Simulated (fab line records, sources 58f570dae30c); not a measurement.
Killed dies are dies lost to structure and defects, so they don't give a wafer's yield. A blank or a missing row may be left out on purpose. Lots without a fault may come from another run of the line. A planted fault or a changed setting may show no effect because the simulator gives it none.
One fault seen from 2 desks | flow berkeley_cmos170 | each desk has only its own numbers; what lay behind them comes last

THE TOOL OWNER'S DESK: rtp_anneal-01
The tool's own readings at UCB170_CONTACT_RTA_08 (time 10 s): means of the sampled wafers that have a number, for each lot that ran on this tool. A lot is out of limits, marked OUT, if its mean lies more than 4 standard deviations from the usual mean; the brackets give that distance.
Columns: A = lamp_power_pct at UCB170_CONTACT_RTA_08, usual 24.0 %; B = wafer_temp_C_max at UCB170_CONTACT_RTA_08, usual 903.0
lot  | first seen here | A    | B
L716 | day 7 14:14     | 23.0 | 903.2
L727 | day 10 09:59    | 22.1 | 887.4 (-26) OUT
L732 | day 10 10:03    | 22.1 | 888.2 (-24) OUT
L729 | day 10 12:22    | 22.1 | 887.4 (-26) OUT
This desk's finding: out of limits on L727, L729, L732; first on L727, day 10 09:59 (wafer_temp_C_max at UCB170_CONTACT_RTA_08). In limits: L716.

THE METROLOGY DESK
What the gauges read, lot by lot, whatever tool the lot ran on: means of the sampled wafers that have a number. A lot is out of limits, marked OUT, if its mean lies more than 4 standard deviations from the usual mean; the brackets give that distance.
Columns: A = SILICIDE_TI_RS at UCB170_SILICIDE_RS_MEAS_02, usual 26.1 ohm/sq; B = SILICIDE_TI_THK at UCB170_SILICIDE_THK_MEAS_03, usual 30.3 nm; C = CONTACT_PSG_THK at UCB170_CONTACT_THK_MEAS_02, usual 700 nm; D = cd_nm at UCB170_CONTACT_CD_MEAS_15, usual 700.3 nm; E = CONTACT_OVL at UCB170_CONTACT_OVL_MEAS_16, usual 4 nm
lot  | first seen here | A    | B    | C   | D                | E
L716 | day 7 10:38     | 25.4 | 31.0 | 699 | 699.3            | 3
L727 | day 10 06:22    | 26.0 | 30.2 | 700 | 693.6 (-4.2) OUT | 4
L732 | day 10 06:25    | 25.8 | 30.6 | 718 | 699.2            | 4
L730 | day 10 06:54    | 26.8 | 29.3 | 692 | 699.5            | 11
L729 | day 10 08:32    | 26.2 | 30.0 | 689 | 699.0            | 15
L731 | day 10 09:04    | 25.8 | 30.5 | 699 | 703.4            | -4
L736 | day 11 10:28    | 26.1 | 30.3 | 694 | 701.4            | 2
This desk's finding: out of limits on L727; first on L727, day 10 11:20 (cd_nm at UCB170_CONTACT_CD_MEAS_15). In limits: L716, L732, L730, L729, L731, L736.

PUT TOGETHER
The tool owner's desk could have raised an alarm at day 10 09:59, on L727, L729, L732.
The metrology desk could have raised an alarm at day 10 11:20, on L727.
The metrology desk has L729, L732 on record, within its limits.
Of the lots named, all ran UCB170_CONTACT_RTA_08 on rtp_anneal-01.

WHAT THE SIMULATOR HAD PUT IN
Process parameter drift: rtp_anneal-01, from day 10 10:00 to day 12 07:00, at UCB170_CONTACT_RTA_08. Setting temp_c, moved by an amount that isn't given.
Lots struck among those shown: L727, L729, L732.
